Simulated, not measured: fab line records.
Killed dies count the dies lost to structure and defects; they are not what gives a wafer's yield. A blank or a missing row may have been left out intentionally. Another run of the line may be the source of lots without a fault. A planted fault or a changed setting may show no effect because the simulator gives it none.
Comparing a struck lot with a sound one | flow rit cmos | 21 steps out of a route of 202
Sound: these wafers, L119.2, L119.3, L119.6. Wafers struck: L131.1, L131.5, L131.6. At the end, the cause is stated.
Each step with rows lists, per side, the tool, then ch with its chambers, then its first start. Under that, the readings that differ: sound wafers | struck wafers | difference of the means | sigmas: that difference in standard deviations of wafers without a fault.
alike: a reading whose means differ by less than 2 such deviations, as well as words and numbers matching on both sides. not compared: withheld readings; readings where some wafer has no value; bounds like >300 that might hide an equal value; numbers whose values overlap and for which the record gives no deviation.
The two part at a step that has a row with sigmas, a row that says differs or no value, or rows on one side only. Numbers that don't overlap but have no deviation are shown without sigmas and don't part them. Lack of a reading on every wafer of one side parts them only where that side has two or more wafers.

first, 6 steps without rows for these wafers: RIT_NWELL_HMDS_00 (prime time 60 s); RIT_NWELL_COAT_01 (resist thk 1300 nm); RIT_NWELL_SOFTBAKE_02 (time 60 s); RIT_NWELL_EXPOSE_03 (exposes mask M2, target cd 43900 nm); RIT_NWELL_PEB_04; RIT_NWELL_DEVELOP_05 (develop time 68 s).
RIT_NWELL_OVL_MEAS_06:
  sound on overlay-01 at day 2 11:30; struck on overlay-01 at day 5 01:44
  alike: NWELL_OVL
then, 2 steps without rows for these wafers: RIT_NWELL_HARDBAKE_07 (time 120 s); RIT_NWELL_IMPLANT_08.
RIT_NWELL_STRIP_09: strips in O2, time 180 s.
  sound on plasma asher-01 ch 0,1, day 2 11:56; struck on plasma asher-01 ch 0,1, day 5 02:20
  alike: drypump motor current A, rf refl power W
  not compared: rf hours counter h
RIT_NWELL_TW_MEAS_10:
  sound on film metro-02 at day 2 12:07; struck on film metro-04 at day 5 02:31
  alike: NWELL_TW
then, 1 step without rows for these wafers: RIT_PWELL_HMDS_00 (prime time 60 s).
RIT_PWELL_COAT_01: resist thk 1300 nm.
  sound on litho track-04 ch 0, day 2 12:20; struck on litho track-04 ch 0, day 5 02:44
  reading                                    | sound                | struck               | difference | sigmas
  spin speed rpm (rpm)                       | 1997.7 1998.2 1998.6 | 1876.4 1879.5 1878.6 | -120.0     | -92
  model.NOVOLAK_of_PWELL_COAT_01.thk nm (nm) | 1299 1301 1297       | 1339 1333 1340       | +38        |
then, 4 steps without rows for these wafers: RIT_PWELL_SOFTBAKE_02 (time 60 s); RIT_PWELL_EXPOSE_03 (exposes mask M3, target cd 43700 nm); RIT_PWELL_PEB_04; RIT_PWELL_DEVELOP_05 (develop time 68 s).
RIT_PWELL_OVL_MEAS_06:
  sound on overlay-02 at day 2 13:21; struck on overlay-02 at day 5 03:35
  alike: PWELL_OVL
RIT_PWELL_HARDBAKE_07: time 120 s.
  sound on litho track-03 ch 0, day 2 13:25; struck on litho track-04 ch 0, day 5 03:37
  reading                                    | sound          | struck         | difference | sigmas
  model.NOVOLAK_of_PWELL_COAT_01.thk nm (nm) | 1136 1138 1134 | 1171 1165 1172 | +33        |
then, 1 step without rows for these wafers: RIT_PWELL_IMPLANT_08.
RIT_M1_PROBE_99:
  sound on prober-01 at day 4 01:04; struck on prober-02 at day 6 15:08
  alike: killed_at_M0_to_M3, killed at contacts, killed at front end, killed dies, killed open, killed short

== WHERE THEY PART ==
Only at RIT_PWELL_COAT_01, as far as this record shows. Later steps at which nothing parts them and some readings are alike: RIT_PWELL_OVL_MEAS_06, RIT_M1_PROBE_99.

WHY: whatever the simulator had introduced
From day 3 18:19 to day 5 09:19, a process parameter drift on litho track-04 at RIT_PWELL_COAT_01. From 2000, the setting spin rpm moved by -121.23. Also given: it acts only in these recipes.
